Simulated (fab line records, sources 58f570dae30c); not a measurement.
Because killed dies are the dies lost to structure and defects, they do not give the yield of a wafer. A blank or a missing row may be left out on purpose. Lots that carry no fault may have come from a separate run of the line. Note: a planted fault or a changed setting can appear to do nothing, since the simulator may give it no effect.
A struck lot beside a sound one    flow berkeley cmos170    36 steps out of a route of 331
Sound: wafers L472.2, L472.3, L472.4. Wafers L484.2, L484.3, L484.4 were the ones struck. At the end, the cause is stated.
For every step that has rows: the tool of each side, followed by ch and its chambers, followed by its first start. Under that, the readings that differ: sound wafers    struck wafers    difference of the means    sigmas: that difference in standard deviations of wafers without a fault.
alike: words and numbers the same on both sides, and readings whose means are apart by under 2 such deviations; not compared: readings that were withheld, readings missing a value for some wafer, numbers with overlapping values and no deviation given by the record, and bounds like >300 which may hide the same value.
Wherever a step has rows on one side only, a row that says differs or no value, or a row with sigmas, the two part there. Numbers that have no deviation but don't overlap get no sigmas and don't part them. A reading missing from all wafers of one side parts the sides only when that side holds two or more wafers.

UCB170_SPACER_CVD_00: deposits SiO2 from TEOS/O2, target thk 376 nm, time 47 s.
  sound on pecvd-01 ch 0,1, day 7 21:55; struck on pecvd-01 ch 0,2, day 10 12:10
  alike: heater power w
UCB170_SPACER_THK_MEAS_01:
  sound on film metro-01 at day 7 21:58; struck on film metro-04 at day 10 12:13
  alike: SPACER_TEOS_THK
then, 8 steps without rows for these wafers: UCB170_SPACER_ANNEAL_02 (time 1800 s); UCB170_SPACER_ETCHBACK_03 (etches SiO2 in CHF3/CF4/Ar, stops on Si, target depth 376 nm, time 100 s); UCB170_PSD_HMDS_00 (prime time 60 s); UCB170_PSD_COAT_01 (resist thk 900 nm); UCB170_PSD_SOFTBAKE_02 (time 60 s); UCB170_PSD_EXPOSE_03 (exposes mask PSELECT MOD, target cd 1200 nm); UCB170_PSD_PEB_04; UCB170_PSD_DEVELOP_05 (develop time 45 s).
UCB170_PSD_CD_MEAS_06 targets a cd of 1200 nm.
  sound on cd sem-02 at day 8 05:10; struck on cd sem-01 at day 10 16:01
reading     sound                 struck                difference  sigmas
cd nm (nm)  1204.0 1202.2 1204.0  1199.2 1198.5 1199.1  -4.5        -3
UCB170_PSD_OVL_MEAS_07:
  sound on overlay-01 at day 8 05:16; struck on overlay-01 at day 10 16:07
  alike: PSD_OVL
UCB170_PSD_IMPLANT_08:
  sound on implanter-01 ch 0, day 8 05:19; struck on implanter-01 ch 0, day 10 16:10
reading                           sound                          struck                         difference  sigmas
dose ions cm2                     2.995e+15 2.994e+15 2.999e+15  1.832e+15 1.842e+15 1.838e+15  -1.159e+15  -99 or more
end station pressure torr (Torr)  1.21e-05 1.24e-05 1.23e-05     9.4e-06 9.9e-06 8.6e-06        -3.0e-06    -5
faraday current uA                9501 9356 8993                 5762 5624 5604                 -3620       -17
  alike: beam on s
UCB170_PSD_STRIP_09: strips in O2.
  sound on plasma asher-03 ch 0,1, day 8 05:27; struck on plasma asher-01 ch 0,1, day 10 16:18
reading                       sound              struck             difference  sigmas
oes product au (a.u.)         0.596 0.599 0.598  0.677 0.679 0.686  +0.083      +18
strip time to endpoint s (s)  29.29 29.24 29.20  24.51 24.50 24.55  -4.72       -62
  alike: drypump motor current A
  not compared: rf hours counter h
UCB170_PSD_TW_MEAS_10:
  sound on film metro-04 at day 8 05:34; struck on film metro-03 at day 10 16:38
reading  sound           struck          difference  sigmas
PSD_TW   2356 2348 2339  1991 1981 1992  -360        -22
  not compared: hold
then, 6 steps without rows for these wafers: UCB170_NSD_HMDS_00 (prime time 60 s); UCB170_NSD_COAT_01 (resist thk 900 nm); UCB170_NSD_SOFTBAKE_02 (time 60 s); UCB170_NSD_EXPOSE_03 (exposes mask NSELECT MOD, target cd 1200 nm); UCB170_NSD_PEB_04; UCB170_NSD_DEVELOP_05 (develop time 45 s).
UCB170_NSD_CD_MEAS_06 targets a cd of 1200 nm.
  sound on cd sem-01 at day 8 10:01; struck on cd sem-01 at day 10 23:38
  alike: cd nm
UCB170_NSD_OVL_MEAS_07:
  sound on overlay-01 at day 8 10:07; struck on overlay-02 at day 10 23:44
reading       sound       struck   difference  sigmas
NSD_OVL (nm)  -17 -3 -15  -5 11 2  +14         +2
next, for these wafers, 1 step has no rows: UCB170_NSD_IMPLANT_08.
UCB170_NSD_STRIP_09: strips in O2.
  sound on plasma asher-01 ch 0,1, day 8 10:18; struck on plasma asher-01 ch 0,1, day 11 00:00
  alike: drypump motor current A, oes product au, strip time to endpoint s
  not compared: rf hours counter h
UCB170_NSD_TW_MEAS_10:
  sound on film metro-03 at day 8 10:25; struck on film metro-02 at day 11 00:07
  alike: NSD_TW
then, 4 steps without rows for these wafers: UCB170_NSD_CLEAN_11 (cleans in SPM, time 600 s); UCB170_BACKSIDE_HMDS_00 (prime time 60 s); UCB170_BACKSIDE_COAT_01 (resist thk 900 nm); UCB170_BACKSIDE_SOFTBAKE_02 (time 60 s).
UCB170_BACKSIDE_STRIP_03: strips in O2.
  sound on plasma asher-04 ch 0,1, day 8 11:41; struck on plasma asher-03 ch 0,1, day 11 01:06
  alike: drypump motor current A, oes product au, strip time to endpoint s
  not compared: rf hours counter h
then, 1 step without rows for these wafers: UCB170_BACKSIDE_CLEAN_04 (cleans in SPM, time 600 s).
UCB170_SDANNEAL_RTA_00: time 10 s.
  sound on rtp anneal-02 ch 0, day 8 12:05; struck on rtp anneal-01 ch 0, day 11 01:23
  alike: anneal temp c max, lamp power pct, wafer_temp_C_max
UCB170_SDANNEAL_RTA_01: time 5 s.
  sound on rtp anneal-02 ch 0, day 8 12:09; struck on rtp anneal-01 ch 0, day 11 01:28
reading            sound                 struck                difference  sigmas
anneal temp c max  1057.8 1057.8 1056.4  1053.1 1051.8 1053.5  -4.5        -2
  alike: lamp power pct, wafer_temp_C_max
UCB170_SDANNEAL_RS_MEAS_02: uses a four-point probe to measure.
  sound on film metro-04 at day 8 12:25; struck on film metro-04 at day 11 01:49
reading          sound              struck                difference  sigmas
PSD_RS (ohm/sq)  75.54 75.70 75.63  106.13 106.13 106.14  +30.51      +99 or more
  not compared: hold
UCB170_M3_PROBE_99:
  sound wafers here have rows in the record (prober-02, day 9 14:24); struck ones have none

== WHERE THEY PART ==
At UCB170_PSD_CD_MEAS_06 first; at UCB170_M3_PROBE_99 last (within this record only).

WHY: the cause the simulator had injected
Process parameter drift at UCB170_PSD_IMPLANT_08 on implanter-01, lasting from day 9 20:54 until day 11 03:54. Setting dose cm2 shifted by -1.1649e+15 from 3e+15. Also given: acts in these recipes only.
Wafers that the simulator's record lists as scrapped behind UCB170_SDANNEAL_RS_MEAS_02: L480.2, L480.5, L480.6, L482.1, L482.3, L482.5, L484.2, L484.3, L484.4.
